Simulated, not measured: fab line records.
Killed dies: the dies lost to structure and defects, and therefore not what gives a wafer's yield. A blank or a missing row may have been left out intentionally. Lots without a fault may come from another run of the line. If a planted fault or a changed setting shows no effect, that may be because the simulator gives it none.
A struck lot beside a sound one / flow rit-cmos / 32 steps out of a route of 202
Sound: these wafers, L513.2, L513.3, L513.6. Wafers struck: L519.1, L519.2, L519.5. The cause is given at the end.
For every step that has rows: the tool of each side, followed by ch and its chambers, followed by its first start. Under that, the readings that differ: sound wafers / struck wafers / difference of the means / sigmas: that difference in standard deviations of wafers without a fault.
alike: words and numbers the same on both sides, and readings whose means are apart by under 2 such deviations; not compared: readings that were withheld, readings missing a value for some wafer, numbers with overlapping values and no deviation given by the record, and bounds like >300 which may hide the same value.
A row with sigmas, a row that says differs or no value, or rows on one side alone: a step with any of these is where the two part. Numbers that have no deviation but don't overlap get no sigmas and don't part them. Lack of a reading on every wafer of one side parts them only where that side has two or more wafers.

first, 2 steps without rows for these wafers: RIT_ACTIVE_CLEAN_17 (cleans in SC2, time 600 s); RIT_FOX1_OXIDATION_00 (target thk 350.7 nm, ox time 1130 s).
RIT_FOX1_THK_MEAS_01:
  sound on film-metro-03 at day 3 13:55; struck on film-metro-02 at day 4 21:07
  alike: FOX1_OXIDE_THK
then, 2 steps without rows for these wafers: RIT_FOX1_WET_ETCH_02 (etches SiO2 in BOE, target depth 350 nm, time 390 s); RIT_FOX2_OXIDATION_00 (target thk 350.7 nm, ox time 1130 s).
RIT_FOX2_THK_MEAS_01:
  sound on film-metro-03 at day 3 15:27; struck on film-metro-01 at day 4 22:46
  alike: FOX2_OXIDE_THK
then, 2 steps without rows for these wafers: RIT_FOX2_CLEAN_02 (cleans in dHF, time 180 s); RIT_FOX2_WET_ETCH_03 (etches Si3N4 in H3PO4, target depth 195 nm, time 2700 s).
RIT_FOX2_THK_MEAS_90:
  sound on film-metro-02 at day 3 16:20; struck on film-metro-02 at day 4 23:38
  alike: FIELD_OXIDE_LEFT_1_THK
then, 3 steps without rows for these wafers: RIT_NWELL_HMDS_00 (prime time 60 s); RIT_NWELL_COAT_01 (resist thk 1300 nm); RIT_NWELL_SOFTBAKE_02 (time 60 s).
RIT_NWELL_EXPOSE_03: exposes mask M2, target cd 43900 nm.
  sound on iline-stepper-02 ch 0, day 3 16:59; struck on iline-stepper-01 ch 0, day 5 00:09
reading=mask; sound=M2#0 M2#0 M2#0; struck=M3#0 M3#0 M3#0; difference=differs; sigmas=
then, 2 steps without rows for these wafers: RIT_NWELL_PEB_04; RIT_NWELL_DEVELOP_05 (develop time 68 s).
RIT_NWELL_OVL_MEAS_06:
  sound on overlay-02 at day 3 17:23; struck on overlay-01 at day 5 00:35
reading=NWELL_OVL (nm); sound=-2.6 -0.3 -0.7; struck=- - -; difference=no value on the struck wafers; sigmas=
then, 2 steps without rows for these wafers: RIT_NWELL_HARDBAKE_07 (time 120 s); RIT_NWELL_IMPLANT_08.
RIT_NWELL_STRIP_09: strips in O2, time 180 s.
  sound on plasma-asher-04 ch 0, day 3 17:49; struck on plasma-asher-02 ch 0,1, day 5 01:01
  alike: chamber-pressure-mTorr, drypump-motor-current-A
  not compared: rf-hours-counter-h
RIT_NWELL_TW_MEAS_10:
  sound on film-metro-03 at day 3 18:01; struck on film-metro-04 at day 5 01:11
reading=NWELL_TW; sound=2143 2122 2131; struck=30 30 30; difference=-2102; sigmas=-99 or more
then, 6 steps without rows for these wafers: RIT_PWELL_HMDS_00 (prime time 60 s); RIT_PWELL_COAT_01 (resist thk 1300 nm); RIT_PWELL_SOFTBAKE_02 (time 60 s); RIT_PWELL_EXPOSE_03 (exposes mask M3, target cd 43700 nm); RIT_PWELL_PEB_04; RIT_PWELL_DEVELOP_05 (develop time 68 s).
RIT_PWELL_OVL_MEAS_06:
  sound on overlay-02 at day 3 19:04; struck on overlay-02 at day 5 02:16
  alike: PWELL_OVL
then, 2 steps without rows for these wafers: RIT_PWELL_HARDBAKE_07 (time 120 s); RIT_PWELL_IMPLANT_08.
RIT_PWELL_STRIP_09: strips in O2, time 180 s.
  sound on plasma-asher-04 ch 0,1, day 3 19:30; struck on plasma-asher-04 ch 0,1, day 5 02:41
  alike: chamber-pressure-mTorr, drypump-motor-current-A
  not compared: rf-hours-counter-h
RIT_PWELL_TW_MEAS_10:
  sound on film-metro-01 at day 3 19:41; struck on film-metro-04 at day 5 02:52
reading=PWELL_TW; sound=955 954 953; struck=2212 2214 2219; difference=+1261; sigmas=+99 or more
then, 1 step without rows for these wafers: RIT_WELLDRIVE_ANNEAL_00 (time 14700 s).

== WHERE THEY PART ==
At RIT_NWELL_EXPOSE_03 first; at RIT_PWELL_TW_MEAS_10 last (within this record only).

WHY: what had been put in by the simulator
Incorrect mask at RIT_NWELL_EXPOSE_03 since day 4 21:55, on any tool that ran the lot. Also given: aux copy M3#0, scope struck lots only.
